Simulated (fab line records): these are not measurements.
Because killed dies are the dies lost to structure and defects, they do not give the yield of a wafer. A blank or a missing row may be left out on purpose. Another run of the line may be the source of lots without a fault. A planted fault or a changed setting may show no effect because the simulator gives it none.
One fault seen from 2 desks + flow ritCmos + each desk holds nothing but its own numbers, with what lay behind them at the end

## METROLOGY DESK
What the gauges read, lot by lot, whatever tool the lot ran on: means of the sampled wafers that have a number. Marked OUT: a lot whose mean sits more than 4 standard deviations from the usual mean, which makes it out of limits; the brackets give that distance. Only the readings that lie furthest out on some lot appear, 7 of the 14 it has.
Columns: A = PSD_RS at RIT_SDANNEAL_RS_MEAS_04, usual 116.0 ohm/sq; B = NLDD_RS at RIT_SDANNEAL_RS_MEAS_07, usual 151.7 ohm/sq; C = CONTACT_TEOS_THK at RIT_CONTACT_THK_MEAS_01, usual 403 nm; D = cdNm at RIT_CONTACT_CD_MEAS_08, usual 1000.4 nm; E = cdNm at RIT_CONTACT_CD_MEAS_90, usual 1000.3 nm; F = M1_AL_RS at RIT_M1_RS_MEAS_01, usual 0.0734 ohm/sq; G = M1_AL_THK at RIT_M1_THK_MEAS_02, usual 400 nm
| lot  | first seen here | A     | B     | C   | D      | E      | F      | G   |
|------|-----------------|-------|-------|-----|--------|--------|--------|-----|
| L526 | day 3 18:33     | 116.4 | 152.7 | 402 | 1001.0 | 1001.1 | 0.0718 | 411 |
| L527 | day 3 21:30     | 115.8 | 151.7 | 395 | 995.6  | 995.5  | 0.0734 | 399 |
| L533 | day 5 08:58     | 115.5 | 152.1 | 399 | 1000.4 | 1000.3 | 0.0738 | 398 |
| L535 | day 5 14:07     | 116.1 | 152.5 | 409 | 999.1  | 998.7  | 0.0747 | 391 |
| L538 | day 6 05:01     | 115.4 | 151.8 | 405 | 1000.7 | 1001.0 | 0.0748 | 394 |
| L544 | day 7 10:46     | 116.0 | 151.5 | 414 | 998.5  | 998.5  | 0.0742 | 395 |
This desk's finding: nothing out of limits on any of the 6 lots.

## FOR THE TOOL OWNER'S DESK: rtpAnneal-02
The tool's own readings at RIT_SILICIDE_RTA_04 (time 10 s, ramp up 5 s, ramp down 5 s): means of the sampled wafers that have a number, for each lot that ran on this tool. Marked OUT: a lot whose mean sits more than 4 standard deviations from the usual mean, which makes it out of limits; the brackets give that distance.
Columns: A = wafer_temp_C_max at RIT_SILICIDE_RTA_04, usual 653.3
| lot  | first seen here | A     |
|------|-----------------|-------|
| L527 | day 3 22:19     | 653.8 |
| L533 | day 5 09:45     | 654.5 |
| L535 | day 5 14:55     | 653.9 |
This desk's finding: nothing out of limits on any of the 3 lots.

## TAKEN TOGETHER
From the metrology desk's view, nothing was out of limits.
The desk of the tool owner found nothing out of limits.

## WHAT THE SIMULATOR HAD PUT IN
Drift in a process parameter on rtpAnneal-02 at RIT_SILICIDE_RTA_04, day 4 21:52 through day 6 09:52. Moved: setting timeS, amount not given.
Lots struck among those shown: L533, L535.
